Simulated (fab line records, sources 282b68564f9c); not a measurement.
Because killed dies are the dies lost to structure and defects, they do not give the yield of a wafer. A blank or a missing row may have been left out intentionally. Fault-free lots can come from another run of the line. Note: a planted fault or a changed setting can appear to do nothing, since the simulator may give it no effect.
fab line records || flow ritCmos
record {"lots": 6, "wafers": 18, "lastDay": 7}
route steps=202 shown ACTIVE@1
lots that met no fault: from a run of the same line without faults
startH: hours from the record's opening day to when the first of the lot's shown wafers began || waitH: hours elapsed since this lot's preceding step || " as in the row above || L1.1+2: one row covering several wafers at once || - no value, or no start was given || * or withheld: withheld || < > ~ a bound
route shown NAME@n: a module of which the file shows steps, and the number in the route of the first || usual: the fault-free wafers' mean and standard deviation || same: alike in all rows || chamber/n: place in a boat || sites: readings site by site || _std_site: standard deviation of those values || _edge_site: inner sites' mean taken away from outer sites' mean || radiusMm: for every site, how far away it sits from the centre of the wafer || mask NAME#n: copy n || behind: the tool/chamber that last shaped the wafer || hold: cause of the lot's hold/its duration in hours/its outcome || device: transistor that didn't switch, given as n, p or np || end of line: tests of these same wafers at the route's end || a step with no rows: only its recipe || killed: dies lost to structure and defects at the first sort, not the wafer's yield || map: per-die view of a wafer (x killed, . not killed, _ where there is no die)
set.NAME: the setting the step ran with; set.NAME@STEP: the setting that earlier step ran with || model.NAME: the simulator's own value behind a step, which no gauge read
lots at selected steps of the route; one table per step, one row per wafer
services: from which hour (startH, from the record's first day; less than 0 if before it) a tool's chamber was out of use, for how many hours, and why
## steps
# step RIT_ACTIVE_BOW_MEAS_00
# recipe {"mode": "bow"}
# usual {"INCOMING_BOW": "0/6"}
{"lot.wafer": "L622.1", "tool": "filmMetro-03", "chamber": "-", "startH": 10.00, "waitH": "-", "INCOMING_BOW[um]": -9}
{"lot.wafer": "L622.2", "tool": "filmMetro-03", "chamber": "-", "startH": 10.00, "waitH": "-", "INCOMING_BOW[um]": 1}
{"lot.wafer": "L622.6", "tool": "filmMetro-03", "chamber": "-", "startH": 10.00, "waitH": "-", "INCOMING_BOW[um]": -1}
{"lot.wafer": "L627.2", "tool": "filmMetro-01", "chamber": "-", "startH": 35.02, "waitH": "-", "INCOMING_BOW[um]": -8}
{"lot.wafer": "L627.4", "tool": "filmMetro-01", "chamber": "-", "startH": 35.02, "waitH": "-", "INCOMING_BOW[um]": 3}
{"lot.wafer": "L627.6", "tool": "filmMetro-01", "chamber": "-", "startH": 35.02, "waitH": "-", "INCOMING_BOW[um]": 2}
{"lot.wafer": "L633.2", "tool": "filmMetro-02", "chamber": "-", "startH": 65.02, "waitH": "-", "INCOMING_BOW[um]": -1}
{"lot.wafer": "L633.4", "tool": "filmMetro-02", "chamber": "-", "startH": 65.02, "waitH": "-", "INCOMING_BOW[um]": -1}
{"lot.wafer": "L633.6", "tool": "filmMetro-02", "chamber": "-", "startH": 65.02, "waitH": "-", "INCOMING_BOW[um]": -2}
{"lot.wafer": "L634.2", "tool": "filmMetro-03", "chamber": "-", "startH": 70.02, "waitH": "-", "INCOMING_BOW[um]": -3}
{"lot.wafer": "L634.4", "tool": "filmMetro-03", "chamber": "-", "startH": 70.02, "waitH": "-", "INCOMING_BOW[um]": 15}
{"lot.wafer": "L634.6", "tool": "filmMetro-03", "chamber": "-", "startH": 70.02, "waitH": "-", "INCOMING_BOW[um]": 0}
{"lot.wafer": "L638.1", "tool": "filmMetro-02", "chamber": "-", "startH": 90.00, "waitH": "-", "INCOMING_BOW[um]": -8}
{"lot.wafer": "L638.2", "tool": "filmMetro-02", "chamber": "-", "startH": 90.00, "waitH": "-", "INCOMING_BOW[um]": 1}
{"lot.wafer": "L638.6", "tool": "filmMetro-02", "chamber": "-", "startH": 90.00, "waitH": "-", "INCOMING_BOW[um]": -5}
{"lot.wafer": "L644.1", "tool": "filmMetro-02", "chamber": "-", "startH": 120.00, "waitH": "-", "INCOMING_BOW[um]": -10}
{"lot.wafer": "L644.2", "tool": "filmMetro-02", "chamber": "-", "startH": 120.00, "waitH": "-", "INCOMING_BOW[um]": 0}
{"lot.wafer": "L644.5", "tool": "filmMetro-02", "chamber": "-", "startH": 120.00, "waitH": "-", "INCOMING_BOW[um]": 4}
# step RIT_ACTIVE_OXIDATION_01
# recipe {"tempC": 994.5, "ambient": "O2", "targetThkA": 468, "oxTimeS": 3360}
# usual {"oxTempC": "994.4/0.47", "oxTempCMax": "999.1/2", "spikeTcLoadC": "1018.8/2.7", "spikeTcSourceC": "1018.6/1.7"}
{"lot.wafer": "L622.1", "tool": "furnace-03", "chamber": 0, "startH": 10.12, "waitH": 0.1, "oxTempC": 994.5, "oxTempCMax": 998.3, "spikeTcLoadC": 1022.2, "spikeTcSourceC": 1017.1}
{"lot.wafer": "L622.2", "tool": "furnace-03", "chamber": 0, "startH": 10.12, "waitH": 0.1, "oxTempC": 994.5, "oxTempCMax": 997.9, "spikeTcLoadC": 1021.0, "spikeTcSourceC": 1016.8}
{"lot.wafer": "L622.6", "tool": "furnace-03", "chamber": 0, "startH": 10.12, "waitH": 0.1, "oxTempC": 994.8, "oxTempCMax": 998.4, "spikeTcLoadC": 1021.6, "spikeTcSourceC": 1018.4}
{"lot.wafer": "L627.2", "tool": "furnace-04", "chamber": 0, "startH": 35.12, "waitH": 0.1, "oxTempC": 994.6, "oxTempCMax": 997.8, "spikeTcLoadC": 1018.8, "spikeTcSourceC": 1020.1}
{"lot.wafer": "L627.4", "tool": "furnace-04", "chamber": 0, "startH": 35.12, "waitH": 0.1, "oxTempC": 993.6, "oxTempCMax": 997.4, "spikeTcLoadC": 1020.8, "spikeTcSourceC": 1021.0}
{"lot.wafer": "L627.6", "tool": "furnace-04", "chamber": 0, "startH": 35.12, "waitH": 0.1, "oxTempC": 994.9, "oxTempCMax": 997.8, "spikeTcLoadC": 1019.7, "spikeTcSourceC": 1021.1}
{"lot.wafer": "L633.2", "tool": "furnace-04", "chamber": "-", "startH": 67.57, "waitH": 2.5, "oxTempC": "-", "oxTempCMax": "-", "spikeTcLoadC": "-", "spikeTcSourceC": "-"}
{"lot.wafer": "L633.4", "tool": "furnace-04", "chamber": "-", "startH": 67.57, "waitH": 2.5, "oxTempC": "-", "oxTempCMax": "-", "spikeTcLoadC": "-", "spikeTcSourceC": "-"}
{"lot.wafer": "L633.6", "tool": "furnace-04", "chamber": "-", "startH": 67.57, "waitH": 2.5, "oxTempC": "-", "oxTempCMax": "-", "spikeTcLoadC": "-", "spikeTcSourceC": "-"}
{"lot.wafer": "L634.2", "tool": "furnace-04", "chamber": "-", "startH": 70.12, "waitH": 0.1, "oxTempC": "-", "oxTempCMax": "-", "spikeTcLoadC": "-", "spikeTcSourceC": "-"}
{"lot.wafer": "L634.4", "tool": "furnace-04", "chamber": "-", "startH": 70.12, "waitH": 0.1, "oxTempC": "-", "oxTempCMax": "-", "spikeTcLoadC": "-", "spikeTcSourceC": "-"}
{"lot.wafer": "L634.6", "tool": "furnace-04", "chamber": "-", "startH": 70.12, "waitH": 0.1, "oxTempC": "-", "oxTempCMax": "-", "spikeTcLoadC": "-", "spikeTcSourceC": "-"}
{"lot.wafer": "L638.1", "tool": "furnace-02", "chamber": 0, "startH": 90.12, "waitH": 0.1, "oxTempC": 993.8, "oxTempCMax": 1000.6, "spikeTcLoadC": 1017.0, "spikeTcSourceC": 1017.6}
{"lot.wafer": "L638.2", "tool": "furnace-02", "chamber": 0, "startH": 90.12, "waitH": 0.1, "oxTempC": 994.2, "oxTempCMax": 1000.3, "spikeTcLoadC": 1016.4, "spikeTcSourceC": 1018.4}
{"lot.wafer": "L638.6", "tool": "furnace-02", "chamber": 0, "startH": 90.12, "waitH": 0.1, "oxTempC": 994.3, "oxTempCMax": 999.7, "spikeTcLoadC": 1015.4, "spikeTcSourceC": 1017.7}
{"lot.wafer": "L644.1", "tool": "furnace-03", "chamber": 0, "startH": 121.48, "waitH": 1.5, "oxTempC": 994.6, "oxTempCMax": 997.8, "spikeTcLoadC": 1022.4, "spikeTcSourceC": 1016.7}
{"lot.wafer": "L644.2", "tool": "furnace-03", "chamber": 0, "startH": 121.48, "waitH": 1.5, "oxTempC": 995.0, "oxTempCMax": 998.1, "spikeTcLoadC": 1021.3, "spikeTcSourceC": 1018.5}
{"lot.wafer": "L644.5", "tool": "furnace-03", "chamber": 0, "startH": 121.48, "waitH": 1.5, "oxTempC": 995.0, "oxTempCMax": 997.9, "spikeTcLoadC": 1020.5, "spikeTcSourceC": 1015.6}
## services
{"tool": "furnace-02", "chamber": "-", "startH": 2.81, "hours": 3.8, "kind": "pm"}
{"tool": "furnace-03", "chamber": "-", "startH": 118.24, "hours": 3.2, "kind": "pm"}
{"tool": "furnace-04", "chamber": "-", "startH": 120.33, "hours": 3.6, "kind": "pm"}
## key
firstSign {"step": "RIT_ACTIVE_OXIDATION_01", "reading": "toolRecord", "direction": "missing"}
effect none on later readings
metAt RIT_ACTIVE_OXIDATION_01
struckWafers L633.2,L633.4,L633.6,L634.2,L634.4,L634.6
laterRowsLeftOut L633.2,L633.4,L633.6,L634.2,L634.4,L634.6
sortLeftOut L633.2,L633.4,L633.6,L634.2,L634.4,L634.6
testerLeftOut L633,L634
onsetBetween 35.12 67.57
fault {"kind": "skippedStepWhole", "tool": "furnace-04", "chamber": "-", "onsetH": 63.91, "steps": "RIT_ACTIVE_OXIDATION_01", "scope": "struckLotsOnly"}
# testerLeftOut: of these lots the tester's yield and bins aren't shown, on N5 and GAA mostly nor the transistor test; their killed dies are dies lost to structure and defects alone, not to doping, threshold or leakage, so they don't give the yield
# sortLeftOut: the simulated sort isn't trusted on such a fault, so these wafers' sort isn't shown, and their yield isn't known
# laterRowsLeftOut: the simulator's readings of these wafers behind a module that went badly wrong aren't trusted and aren't shown, but for the sort
